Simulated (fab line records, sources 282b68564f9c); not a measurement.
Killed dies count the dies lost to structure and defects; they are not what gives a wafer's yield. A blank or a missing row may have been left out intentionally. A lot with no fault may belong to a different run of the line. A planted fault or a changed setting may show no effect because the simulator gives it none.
fab line records ; flow rit_cmos
record: lots: 6; wafers: 18; last_day: 6
route steps=202 shown PLDD@120 SPACER@125 NSD@131 M1@202
lots that met no fault: from a run of the same line without faults
start_h: hours from the record's first day to the start of the lot's first wafer shown ; wait_h: time in hours since the lot's previous step ; " identical to the entry in the row above ; L1.1+2: one row covering several wafers at once ; - value missing, or start not given ; * or withheld: withheld ; < > ~ a bound
route shown NAME@n: NAME is a module with steps in the file, n the number in the route of the first one ; usual: mean/standard deviation of fault-free wafers ; same: alike in all rows ; chamber/n: place in a boat ; sites: readings site by site ; _std_site: the standard deviation of these ; _edge_site: inner sites' mean taken away from outer sites' mean ; radius_mm: how far each site lies from the wafer's centre ; mask NAME#n: copy n ; behind: tool/chamber where the wafer was last shaped ; hold: reason for holding the lot/hours on hold/outcome of the hold ; device: transistor that didn't switch, given as n, p or np ; end of line: at the end of the route, the tests of the same wafers ; for a step that has no rows: nothing shown but its recipe ; killed: dies lost to structure and defects at the first sort, not the wafer's yield ; map: dies across one wafer; x = killed, . = not, _ = none there
set.NAME: setting as actually run; set.NAME@STEP: the setting as run at that earlier step ; model.NAME: the simulator's own value behind a step, which no gauge read
lots at some steps of the route; a table a step, a row a wafer
services: when a tool's chamber went out of use (start_h, in hours from the record's first day, below 0 if earlier), for how many hours, and the reason
== steps ==
step: RIT_PLDD_OVL_MEAS_06
usual: PLDD_OVL: -0.4/1.3
lot.wafer;tool;chamber;start_h;wait_h;PLDD_OVL[nm]
L721.1;overlay-01;-;45.69;-;0.6
L721.2;overlay-01;-;45.69;-;1.6
L721.6;overlay-01;-;45.69;-;2.1
L724.1;overlay-02;-;62.49;-;-1.9
L724.3;overlay-02;-;62.49;-;-0.1
L724.5;overlay-02;-;62.49;-;-0.1
L725.1;overlay-01;-;68.93;-;1.1
L725.5;overlay-01;-;68.93;-;0.8
L725.6;overlay-01;-;68.93;-;0.8
L728.3;overlay-01;-;83.18;-;0.4
L728.4;overlay-01;-;83.18;-;-1.7
L728.5;overlay-01;-;83.18;-;0.0
L732.3;overlay-01;-;100.12;-;-1.4
L732.4;overlay-01;-;100.12;-;-2.7
L732.5;overlay-01;-;100.12;-;-1.1
L737.3;overlay-01;-;125.57;-;3.0
L737.5;overlay-01;-;125.57;-;1.0
L737.6;overlay-01;-;125.57;-;1.8
step: RIT_PLDD_HARDBAKE_07
recipe: resist: NOVOLAK; temp_c: 140; time_s: 60
step: RIT_PLDD_IMPLANT_08
recipe: species: BF2; energy_kev: 20; dose_cm2: 9e+14; tilt_deg: 7
step: RIT_PLDD_STRIP_09
recipe: chemistry: O2; time_s: 180; resist: NOVOLAK; platen_temp_c: withheld; power_w: 500; pressure_mtorr: 4000; o2_flow_sccm: 4000
usual: chamber_pressure_mTorr: 4000/3.4; drypump_motor_current_A: 6.0/0.58
lot.wafer;tool;chamber;start_h;wait_h;chamber_pressure_mTorr;drypump_motor_current_A;rf_hours_counter_h
L721.1;plasma_asher-01;0;46.03;0.1;4004;5.5;42
L721.2;plasma_asher-01;1;46.03;0.1;4000;6.5;42
L721.6;plasma_asher-01;1;46.03;0.1;3994;6.5;-
L724.1;plasma_asher-01;1;62.82;0.1;3995;6.5;44
L724.3;plasma_asher-01;1;62.82;0.1;4000;6.5;-
L724.5;plasma_asher-01;1;62.82;0.1;3996;6.5;-
L725.1;plasma_asher-02;1;69.26;0.1;4006;4.8;39
L725.5;plasma_asher-02;0;69.26;0.1;3996;5.9;-
L725.6;plasma_asher-02;1;69.26;0.1;4000;4.8;-
L728.3;plasma_asher-03;0;83.56;0.1;4000;6.2;-
L728.4;plasma_asher-03;1;83.56;0.1;3999;6.6;-
L728.5;plasma_asher-03;0;83.56;0.1;3999;6.2;-
L732.3;plasma_asher-01;1;100.50;0.1;4005;6.5;-
L732.4;plasma_asher-01;0;100.50;0.1;4004;5.5;-
L732.5;plasma_asher-01;0;100.50;0.1;4006;5.5;-
L737.3;plasma_asher-01;0;125.96;0.1;4001;5.6;-
L737.5;plasma_asher-01;0;125.96;0.1;4000;5.6;-
L737.6;plasma_asher-01;1;125.96;0.1;4002;6.5;-
step: RIT_PLDD_TW_MEAS_10
usual: PLDD_TW: 2350/20
lot.wafer;tool;chamber;start_h;wait_h;PLDD_TW
L721.1;film_metro-01;-;46.20;0.1;2352
L721.2;film_metro-01;-;46.20;0.1;2341
L721.6;film_metro-01;-;46.20;0.1;2334
L724.1;film_metro-02;-;63.00;0.1;2357
L724.3;film_metro-02;-;63.00;0.1;2378
L724.5;film_metro-02;-;63.00;0.1;2375
L725.1;film_metro-04;-;69.44;0.1;2329
L725.5;film_metro-04;-;69.44;0.1;2314
L725.6;film_metro-04;-;69.44;0.1;2317
L728.3;film_metro-01;-;83.70;0.1;2344
L728.4;film_metro-01;-;83.70;0.1;2330
L728.5;film_metro-01;-;83.70;0.1;2337
L732.3;film_metro-01;-;100.64;0.1;2349
L732.4;film_metro-01;-;100.64;0.1;2359
L732.5;film_metro-01;-;100.64;0.1;2345
L737.3;film_metro-04;-;126.09;0.1;2341
L737.5;film_metro-04;-;126.09;0.1;2341
L737.6;film_metro-04;-;126.09;0.1;2337
step: RIT_SPACER_CLEAN_00
recipe: chemistry: SC1; mix: 3:3:50; time_s: 600; temp_c: 75
step: RIT_SPACER_CLEAN_01
recipe: chemistry: dHF; dilution: 50:1; time_s: 30
step: RIT_SPACER_CLEAN_02
recipe: chemistry: SC2; mix: 3:3:50; time_s: 600; temp_c: 75; dry: n2_spin
step: RIT_SPACER_CVD_03
recipe: material: Si3N4; target_thk_nm: 250; temp_c: 810; precursor: SiH2Cl2/NH3; time_s: 3300; pressure_mtorr: 300; sih2cl2_flow_sccm: 60; nh3_flow_sccm: 150
step: RIT_SPACER_THK_MEAS_04
recipe: reads: Si3N4_of_SPACER_CVD_03
usual: SPACER_NITRIDE_THK: 250.0/2.6
lot.wafer;tool;chamber;start_h;wait_h;SPACER_NITRIDE_THK[nm]
L721.1;film_metro-01;-;48.55;0.0;250.6
L721.2;film_metro-01;-;48.55;0.0;253.0
L721.6;film_metro-01;-;48.55;0.0;251.5
L724.1;film_metro-01;-;66.30;0.0;252.6
L724.3;film_metro-01;-;66.30;0.0;251.1
L724.5;film_metro-01;-;66.30;0.0;252.2
L725.1;film_metro-04;-;71.78;0.0;250.6
L725.5;film_metro-04;-;71.78;0.0;249.2
L725.6;film_metro-04;-;71.78;0.0;249.3
L728.3;film_metro-04;-;86.08;0.0;249.7
L728.4;film_metro-04;-;86.08;0.0;249.2
L728.5;film_metro-04;-;86.08;0.0;250.0
L732.3;film_metro-03;-;103.00;0.0;252.7
L732.4;film_metro-03;-;103.00;0.0;250.5
L732.5;film_metro-03;-;103.00;0.0;249.8
L737.3;film_metro-01;-;128.45;0.0;246.5
L737.5;film_metro-01;-;128.45;0.0;245.9
L737.6;film_metro-01;-;128.45;0.0;245.9
step: RIT_SPACER_ETCHBACK_05
recipe: target_depth_a: 2500; SF6_flow_sccm: 30; CHF3_flow_sccm: 30; target: Si3N4; chemistry: SF6/CHF3; pressure_mtorr: 40; rf_w: 241.6; time_s: 240; stop_on: SiO2
usual: chamber_pressure_mTorr: 40.00/0.037; drypump_motor_current_A: 5.5/0.53; oes_product_au: 0.840/0.017; throttle_valve_pct: 10.26/0.14
lot.wafer;tool;chamber;start_h;wait_h;chamber_pressure_mTorr;drypump_motor_current_A;oes_product_au;rf_hours_counter_h;throttle_valve_pct
L721.1;rie_diel-01;2;48.61;0.1;39.98;5.2;0.844;139;10.29
L721.2;rie_diel-01;3;48.61;0.1;39.94;6.3;0.843;4;10.11
L721.6;rie_diel-01;0;48.61;0.1;39.97;4.9;0.838;-;10.36
L724.1;rie_diel-02;1;66.36;0.1;39.96;5.9;0.871;79;10.34
L724.3;rie_diel-02;2;66.36;0.1;40.04;4.7;0.869;135;10.47
L724.5;rie_diel-02;2;66.36;0.1;40.07;4.6;0.869;-;10.48
L725.1;rie_diel-04;2;71.84;0.1;40.02;6.2;0.835;154;10.39
L725.5;rie_diel-04;3;71.84;0.1;40.00;4.8;0.815;-;10.45
L725.6;rie_diel-04;0;71.84;0.1;39.97;5.9;0.836;-;10.22
L728.3;rie_diel-02;0;86.12;0.0;40.03;5.6;0.830;146;10.05
L728.4;rie_diel-02;2;86.12;0.0;39.97;4.6;0.863;136;10.46
L728.5;rie_diel-02;1;86.12;0.0;39.88;5.9;0.865;-;10.33
L732.3;rie_diel-01;0;103.04;0.0;39.93;4.8;0.834;32;10.34
L732.4;rie_diel-01;2;103.04;0.0;39.93;5.2;0.849;140;10.31
L732.5;rie_diel-01;3;103.04;0.0;40.02;6.4;0.832;-;10.10
L737.3;rie_diel-02;1;128.49;0.0;39.94;5.9;0.850;80;10.33
L737.5;rie_diel-02;3;128.49;0.0;40.02;5.5;0.822;-;10.21
L737.6;rie_diel-02;2;128.49;0.0;40.01;4.7;0.850;-;10.48
step: RIT_NSD_HMDS_00
recipe: prime_time_s: 60; prime_temp_c: 140
step: RIT_NSD_COAT_01
recipe: resist: NOVOLAK; spin_rpm: 3250; resist_thk_nm: 1000
usual: spin_speed_rpm: 3249.5/1.8
lot.wafer;tool;chamber;start_h;wait_h;spin_speed_rpm;model.NOVOLAK_of_NSD_COAT_01.thk_nm
L721.1;litho_track-02;0;48.91;0.1;3247.7;996.1
L721.2;litho_track-02;0;48.91;0.1;3252.4;1001
L721.6;litho_track-02;0;48.91;0.1;3245.1;993.3
L724.1;litho_track-01;0;66.66;0.1;3251.2;1000
L724.3;litho_track-01;0;66.66;0.1;3252.3;1002
L724.5;litho_track-01;0;66.66;0.1;3250.8;1002
L725.1;litho_track-01;0;72.14;0.1;3303.9;992.9
L725.5;litho_track-01;0;72.14;0.1;3304.4;994.7
L725.6;litho_track-01;0;72.14;0.1;3304.4;993.7
L728.3;litho_track-01;0;86.47;0.1;3304.7;994.4
L728.4;litho_track-01;0;86.47;0.1;3304.7;992.9
L728.5;litho_track-01;0;86.47;0.1;3304.2;995.2
L732.3;litho_track-02;0;103.61;0.1;3247.4;997
L732.4;litho_track-02;0;103.61;0.1;3250.8;1001
L732.5;litho_track-02;0;103.61;0.1;3247.2;995.2
L737.3;litho_track-02;0;128.84;0.1;3246.7;998.9
L737.5;litho_track-02;0;128.84;0.1;3245.9;998.6
L737.6;litho_track-02;0;128.84;0.1;3250.3;1000
step: RIT_NSD_SOFTBAKE_02
recipe: resist: NOVOLAK; temp_c: 90; time_s: 60
step: RIT_NSD_EXPOSE_03
recipe: mask_id: M9; na: 0.57; target_cd_nm: 40700; dose_mj: 250
step: RIT_NSD_PEB_04
recipe: resist: NOVOLAK; temp_c: withheld; time_s: withheld
step: RIT_NSD_DEVELOP_05
recipe: resist: NOVOLAK; develop_time_s: 50; dev_temp_c: 23
step: RIT_NSD_OVL_MEAS_06
usual: NSD_OVL: 0.2/1.3
lot.wafer;tool;chamber;start_h;wait_h;NSD_OVL[nm]
L721.1;overlay-01;-;49.61;-;0.2
L721.2;overlay-01;-;49.61;-;-0.4
L721.6;overlay-01;-;49.61;-;1.0
L724.1;overlay-02;-;67.36;-;1.4
L724.3;overlay-02;-;67.36;-;2.2
L724.5;overlay-02;-;67.36;-;1.2
L725.1;overlay-01;-;72.84;-;3.3
L725.5;overlay-01;-;72.84;-;1.9
L725.6;overlay-01;-;72.84;-;2.4
L728.3;overlay-01;-;87.25;-;0.1
L728.4;overlay-01;-;87.25;-;0.3
L728.5;overlay-01;-;87.25;-;0.1
L732.3;overlay-01;-;104.27;-;-0.3
L732.4;overlay-01;-;104.27;-;-1.5
L732.5;overlay-01;-;104.27;-;0.3
L737.3;overlay-02;-;129.63;-;1.2
L737.5;overlay-02;-;129.63;-;-0.4
L737.6;overlay-02;-;129.63;-;0.8
step: RIT_NSD_HARDBAKE_07
recipe: resist: NOVOLAK; temp_c: 140; time_s: 60
lot.wafer;tool;chamber;start_h;wait_h;model.NOVOLAK_of_NSD_COAT_01.thk_nm
L721.1;litho_track-02;0;49.64;0.0;880.4
L721.2;litho_track-02;0;49.64;0.0;884.2
L721.6;litho_track-02;0;49.64;0.0;877.9
L724.1;litho_track-01;0;67.40;0.0;883.7
L724.3;litho_track-01;0;67.40;0.0;885.5
L724.5;litho_track-01;0;67.40;0.0;885.9
L725.1;litho_track-01;0;72.88;0.0;877.6
L725.5;litho_track-01;0;72.88;0.0;879.2
L725.6;litho_track-01;0;72.88;0.0;878.2
L728.3;litho_track-03;0;87.33;0.1;878.8
L728.4;litho_track-03;0;87.33;0.1;877.5
L728.5;litho_track-03;0;87.33;0.1;879.5
L732.3;litho_track-03;0;104.34;0.1;881.1
L732.4;litho_track-03;0;104.34;0.1;884.6
L732.5;litho_track-03;0;104.34;0.1;879.5
L737.3;litho_track-01;0;129.70;0.1;882.9
L737.5;litho_track-01;0;129.70;0.1;882.5
L737.6;litho_track-01;0;129.70;0.1;884
step: RIT_NSD_IMPLANT_08
recipe: species: P; energy_kev: 25; dose_cm2: 1e+15; tilt_deg: 7
step: RIT_M1_PROBE_99
usual: killed_at_contacts: 0.1/0.3; killed_at_front_end: 7/3.4; killed_dies: 7/3.4; killed_open: 3.6/2.1; killed_short: 3.5/2.1
same: gross_dies: 264; killed_at_M0_to_M3: 0; killed_at_M4_up: 0; killed_at_back_side: 0; killed_at_other: 0
lot.wafer;tool;chamber;start_h;wait_h;killed_at_contacts;killed_at_front_end;killed_dies;killed_open;killed_short
L721.1;prober-01;-;59.47;0.1;0;7;7;5;2
L721.2;prober-01;-;59.52;0.1;0;5;5;3;2
L721.6;prober-01;-;59.72;0.2;0;3;3;0;3
L725.1;prober-01;-;82.99;0.1;0;9;9;3;6
L725.5;prober-01;-;83.19;0.2;0;4;4;2;2
L725.6;prober-01;-;83.24;0.2;0;8;8;1;7
L728.3;prober-02;-;98.14;0.2;0;5;5;3;2
L728.4;prober-02;-;98.19;0.2;0;7;7;2;5
L728.5;prober-02;-;98.24;0.2;0;9;9;3;6
L737.3;prober-01;-;139.84;0.2;0;9;9;4;5
L737.5;prober-01;-;139.94;0.2;0;5;5;3;2
L737.6;prober-01;-;139.99;0.2;0;5;5;0;5
killed by level:class
L721.1 SPACER:geometric_particle:open=3 SPACER:geometric_particle:short=2 GATE:geometric_particle:open=1 SILICIDE:geometric_particle:open=1
L721.2 GATE:geometric_particle:open=2 GATE:geometric_particle:short=1 REOX:geometric_particle:short=1 SPACER:geometric_particle:open=1
L721.6 GATE:geometric_particle:short=1 SPACER:geometric_particle:short=1 SILICIDE:geometric_particle:short=1
L725.1 REOX:geometric_particle:short=4 FOX1:geometric_particle:short=1 FOX2:geometric_particle:open=1 GATE:geometric_particle:open=1 GATE:geometric_particle:short=1 SPACER:geometric_particle:open=1
L725.5 GATE:geometric_particle:short=2 REOX:geometric_particle:open=1 SPACER:geometric_particle:open=1
L725.6 FOX1:geometric_particle:short=3 GATE:geometric_particle:short=2 GATE:geometric_particle:open=1 REOX:geometric_particle:short=1 SPACER:geometric_particle:short=1
L728.3 FOX1:geometric_particle:open=1 FOX1:geometric_particle:short=1 GATE:geometric_particle:open=1 SPACER:geometric_particle:open=1 SPACER:geometric_particle:short=1
L728.4 GATE:geometric_particle:short=3 SPACER:geometric_particle:short=2 GATE:geometric_particle:open=1 SPACER:geometric_particle:open=1
L728.5 GATE:geometric_particle:short=3 FOX1:geometric_particle:short=1 GATE:geometric_particle:open=1 REOX:geometric_particle:open=1 SPACER:geometric_particle:open=1 SPACER:geometric_particle:short=1 SILICIDE:geometric_particle:short=1
L737.3 GATE:geometric_particle:open=3 GATE:geometric_particle:short=2 REOX:geometric_particle:short=2 SPACER:geometric_particle:short=1 SILICIDE:geometric_particle:open=1
L737.5 SPACER:geometric_particle:open=2 FOX1:geometric_particle:open=1 SPACER:geometric_particle:short=1 SILICIDE:geometric_particle:short=1
L737.6 FOX2:geometric_particle:short=2 REOX:geometric_particle:short=2 GATE:geometric_particle:short=1
== services ==
tool;chamber;start_h;hours;kind
rie_diel-02;-;40.62;2.8;pm
rie_diel-04;1;59.89;7.6;repair
rie_diel-02;3;65.81;5.9;repair
rie_diel-04;-;66.83;0.9;repair
plasma_asher-03;-;70.37;1.0;repair
plasma_asher-02;-;77.49;2.8;pm
plasma_asher-03;-;93.07;7.8;repair
plasma_asher-02;-;108.75;9.0;pm
plasma_asher-02;0;108.75;9.0;vent_cycle
plasma_asher-02;1;108.75;9.0;vent_cycle
plasma_asher-02;0;117.75;-;clean
plasma_asher-02;1;117.75;-;clean
rie_diel-01;1;127.12;10.1;repair
rie_diel-04;2;129.77;-;clean
rie_diel-04;2;129.77;32.4;scheduled_down
rie_diel-04;2;129.77;32.4;vent_cycle
== key ==
first_sign: step: RIT_NSD_COAT_01; reading: spin_speed_rpm; direction: up; sigmas: 31; usual: 3249.5; struck: 3304.4
effect none on later readings
model_effect: step: RIT_NSD_COAT_01; value: NOVOLAK_of_NSD_COAT_01.thk_nm; without: 1002; struck: 994
model_effect: step: RIT_NSD_HARDBAKE_07; value: NOVOLAK_of_NSD_COAT_01.thk_nm; without: 885.9; struck: 878.5
met_at RIT_NSD_COAT_01
struck_wafers L725.1,L725.5,L725.6,L728.3,L728.4,L728.5
tester_left_out L725,L728
onset_between 66.66 72.14
fault: kind: process_parameter_drift; tool: litho_track-01; chamber: -; onset_h: 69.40; steps: RIT_NSD_COAT_01; channel: spin_rpm; offset: 55.107; shape: step; end_h: 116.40; acts_in: these_recipes_only; stated: 3250
tester_left_out: of these lots the tester's yield and bins aren't shown, on N5 and GAA mostly nor the transistor test; their killed dies are dies lost to structure and defects alone, not to doping, threshold or leakage, so they don't give the yield
